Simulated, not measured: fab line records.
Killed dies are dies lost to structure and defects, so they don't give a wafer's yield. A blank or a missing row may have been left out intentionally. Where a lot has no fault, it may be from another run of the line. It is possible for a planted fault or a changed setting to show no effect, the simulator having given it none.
Lot-split experiment || flow berkeley-cmos170 || route with 331 steps; 5 lots, 27 wafers read

== ABOUT THE SPLIT ==
At UCB170_PWELL_ETCH_14 (etches Si3N4 in CH3F/Ar/O2, stops on SiO2, target depth 242 nm, time 151 s), the setting time-s was moved away from the recipe's 151 s on 9 of the 27 wafers read, by -50.4% to -45.7%. For the rest of the wafers, this setting stayed at what the recipe calls for.

The split's own step is where the reading is taken.

== THE READING ==
oes-product-au, in a.u., at UCB170_PWELL_ETCH_14 (etches Si3N4 in CH3F/Ar/O2, stops on SiO2, target depth 242 nm, time 151 s). Typical for fault-free wafers on this fab line: 0.934 a.u., with standard deviation 0.0095 a.u.

{"wafer": "L075.1", "tool, chamber at the split": "rie-diel-04, 1", "time-s as run, s": 74.84, "against the recipe": "-50.4%", "oes-product-au, a.u.": 1.008, "against lot-mates on the recipe": "+0.067"}
{"wafer": "L075.2", "tool, chamber at the split": "rie-diel-04, 0", "time-s as run, s": 151, "against the recipe": "recipe", "oes-product-au, a.u.": 0.943, "against lot-mates on the recipe": "-"}
{"wafer": "L075.3", "tool, chamber at the split": "rie-diel-04, 3", "time-s as run, s": 151, "against the recipe": "recipe", "oes-product-au, a.u.": 0.938, "against lot-mates on the recipe": "-"}
{"wafer": "L075.4", "tool, chamber at the split": "rie-diel-04, 2", "time-s as run, s": 74.84, "against the recipe": "-50.4%", "oes-product-au, a.u.": 0.983, "against lot-mates on the recipe": "+0.042"}
{"wafer": "L075.5", "tool, chamber at the split": "rie-diel-04, 0", "time-s as run, s": 151, "against the recipe": "recipe", "oes-product-au, a.u.": 0.941, "against lot-mates on the recipe": "-"}
{"wafer": "L075.6", "tool, chamber at the split": "rie-diel-04, 3", "time-s as run, s": 74.84, "against the recipe": "-50.4%", "oes-product-au, a.u.": 0.997, "against lot-mates on the recipe": "+0.056"}
{"wafer": "L076.1", "tool, chamber at the split": "rie-diel-02, 2", "time-s as run, s": 151, "against the recipe": "recipe", "oes-product-au, a.u.": 0.935, "against lot-mates on the recipe": "-"}
{"wafer": "L076.2", "tool, chamber at the split": "rie-diel-02, 0", "time-s as run, s": 151, "against the recipe": "recipe", "oes-product-au, a.u.": 0.947, "against lot-mates on the recipe": "-"}
{"wafer": "L076.3", "tool, chamber at the split": "rie-diel-02, 3", "time-s as run, s": 151, "against the recipe": "recipe", "oes-product-au, a.u.": 0.927, "against lot-mates on the recipe": "-"}
{"wafer": "L076.4", "tool, chamber at the split": "rie-diel-02, 1", "time-s as run, s": 151, "against the recipe": "recipe", "oes-product-au, a.u.": 0.937, "against lot-mates on the recipe": "-"}
{"wafer": "L076.5", "tool, chamber at the split": "rie-diel-02, 3", "time-s as run, s": 151, "against the recipe": "recipe", "oes-product-au, a.u.": 0.920, "against lot-mates on the recipe": "-"}
{"wafer": "L076.6", "tool, chamber at the split": "rie-diel-02, 0", "time-s as run, s": 151, "against the recipe": "recipe", "oes-product-au, a.u.": 0.937, "against lot-mates on the recipe": "-"}
{"wafer": "L077.1", "tool, chamber at the split": "rie-diel-02, 1", "time-s as run, s": 80.94, "against the recipe": "-46.4%", "oes-product-au, a.u.": 0.993, "against lot-mates on the recipe": "+0.061"}
{"wafer": "L077.2", "tool, chamber at the split": "rie-diel-02, 2", "time-s as run, s": 80.94, "against the recipe": "-46.4%", "oes-product-au, a.u.": 0.994, "against lot-mates on the recipe": "+0.062"}
{"wafer": "L077.3", "tool, chamber at the split": "rie-diel-02, 0", "time-s as run, s": 151, "against the recipe": "recipe", "oes-product-au, a.u.": 0.926, "against lot-mates on the recipe": "-"}
{"wafer": "L077.4", "tool, chamber at the split": "rie-diel-02, 3", "time-s as run, s": 151, "against the recipe": "recipe", "oes-product-au, a.u.": 0.922, "against lot-mates on the recipe": "-"}
{"wafer": "L077.5", "tool, chamber at the split": "rie-diel-02, 1", "time-s as run, s": 151, "against the recipe": "recipe", "oes-product-au, a.u.": 0.947, "against lot-mates on the recipe": "-"}
{"wafer": "L077.6", "tool, chamber at the split": "rie-diel-02, 0", "time-s as run, s": 80.94, "against the recipe": "-46.4%", "oes-product-au, a.u.": 1.009, "against lot-mates on the recipe": "+0.077"}
{"wafer": "L081.1", "tool, chamber at the split": "rie-diel-04, 1", "time-s as run, s": 151, "against the recipe": "recipe", "oes-product-au, a.u.": 0.953, "against lot-mates on the recipe": "-"}
{"wafer": "L081.2", "tool, chamber at the split": "rie-diel-04, 0", "time-s as run, s": 151, "against the recipe": "recipe", "oes-product-au, a.u.": 0.929, "against lot-mates on the recipe": "-"}
{"wafer": "L081.4", "tool, chamber at the split": "rie-diel-04, 2", "time-s as run, s": 151, "against the recipe": "recipe", "oes-product-au, a.u.": 0.939, "against lot-mates on the recipe": "-"}
{"wafer": "L085.1", "tool, chamber at the split": "rie-diel-02, 2", "time-s as run, s": 82.02, "against the recipe": "-45.7%", "oes-product-au, a.u.": 0.985, "against lot-mates on the recipe": "+0.058"}
{"wafer": "L085.2", "tool, chamber at the split": "rie-diel-02, 0", "time-s as run, s": 151, "against the recipe": "recipe", "oes-product-au, a.u.": 0.940, "against lot-mates on the recipe": "-"}
{"wafer": "L085.3", "tool, chamber at the split": "rie-diel-02, 1", "time-s as run, s": 82.02, "against the recipe": "-45.7%", "oes-product-au, a.u.": 0.994, "against lot-mates on the recipe": "+0.067"}
{"wafer": "L085.4", "tool, chamber at the split": "rie-diel-02, 3", "time-s as run, s": 151, "against the recipe": "recipe", "oes-product-au, a.u.": 0.910, "against lot-mates on the recipe": "-"}
{"wafer": "L085.5", "tool, chamber at the split": "rie-diel-02, 3", "time-s as run, s": 82.02, "against the recipe": "-45.7%", "oes-product-au, a.u.": 0.980, "against lot-mates on the recipe": "+0.053"}
{"wafer": "L085.6", "tool, chamber at the split": "rie-diel-02, 2", "time-s as run, s": 151, "against the recipe": "recipe", "oes-product-au, a.u.": 0.931, "against lot-mates on the recipe": "-"}

THE FIT
A straight line over all 27 wafers: oes-product-au changes by -0.00124 a.u. for each +1% of time-s; r = -0.94; the points scatter about the line by 0.011 a.u.
The same after taking each lot's own level away (the mean of its wafers on the recipe; 27 wafers): -0.00127 a.u. for each +1%; r = -0.95; scatter 0.01 a.u.
According to that fit, moving time-s by its largest amount changes the reading by 0.064 a.u.
The span of the lots' own levels, 0.9270 to 0.9407 a.u., comes to 1.4 times the standard deviation stated above.
Consequently the slope shifts little with the lot-to-lot level, the two slopes agreeing.
Check: for one of the wafers moved furthest among these (-50.4%), held out of the fit, the line's prediction against its lot-mates is +0.0635 a.u. Against them it came out at +0.0673 a.u.
Tool readings at the split's step, against how far the setting was moved: oes-product-au r = -0.94.

== FURTHER SPLITS ON THESE WAFERS ==
Before the reading, these wafers also passed through other splits. Each is held against what the fit with the lots' levels taken away leaves over:
{"other split on the same wafers": "UCB170_START_OXIDATION_02 ox-time-s", "wafers away from the commonest value": 18, "r with oes-product-au (lot level and that fit taken away)": -0.26}

== THE WHOLE CHAIN: every reading that the file lists as answering this split, in the file's order ==
{"step": "UCB170_PWELL_ETCH_14", "what it does": "etches Si3N4 in CH3F/Ar/O2, stops on SiO2, target depth 242 nm, time 151 s", "reading": "oes-product-au", "change (the file's fit)": "-0.00127 a.u. for each +1% of the setting", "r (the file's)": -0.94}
{"step": "UCB170_PWELL_ETCH_14", "what it does": "etches Si3N4 in CH3F/Ar/O2, stops on SiO2, target depth 242 nm, time 151 s", "reading": "etch.depth-nm (the simulator's own value, which no gauge read)", "change (the file's fit)": "+1.99 nm for each +1% of the setting", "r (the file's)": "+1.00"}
{"step": "UCB170_PWELL_ETCH_14", "what it does": "etches Si3N4 in CH3F/Ar/O2, stops on SiO2, target depth 242 nm, time 151 s", "reading": "KrF_of_PWELL_COAT_08.thk-nm (the simulator's own value, which no gauge read)", "change (the file's fit)": "-1.59 nm for each +1% of the setting", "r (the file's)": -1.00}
{"step": "UCB170_PWELL_ETCH_14", "what it does": "etches Si3N4 in CH3F/Ar/O2, stops on SiO2, target depth 242 nm, time 151 s", "reading": "SiO2_of_PWELL_OXIDATION_02.thk-nm (the simulator's own value, which no gauge read)", "change (the file's fit)": "-0.0365 nm for each +1% of the setting", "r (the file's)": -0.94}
{"step": "UCB170_PWELL_STRIP_16", "what it does": "strips in O2", "reading": "strip-time-to-endpoint-s", "change (the file's fit)": "withheld for each +1% of the setting", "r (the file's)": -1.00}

== FILE'S OWN FIT ==
oes-product-au changes by -0.00127 a.u. for each +1% of time-s, r = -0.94.
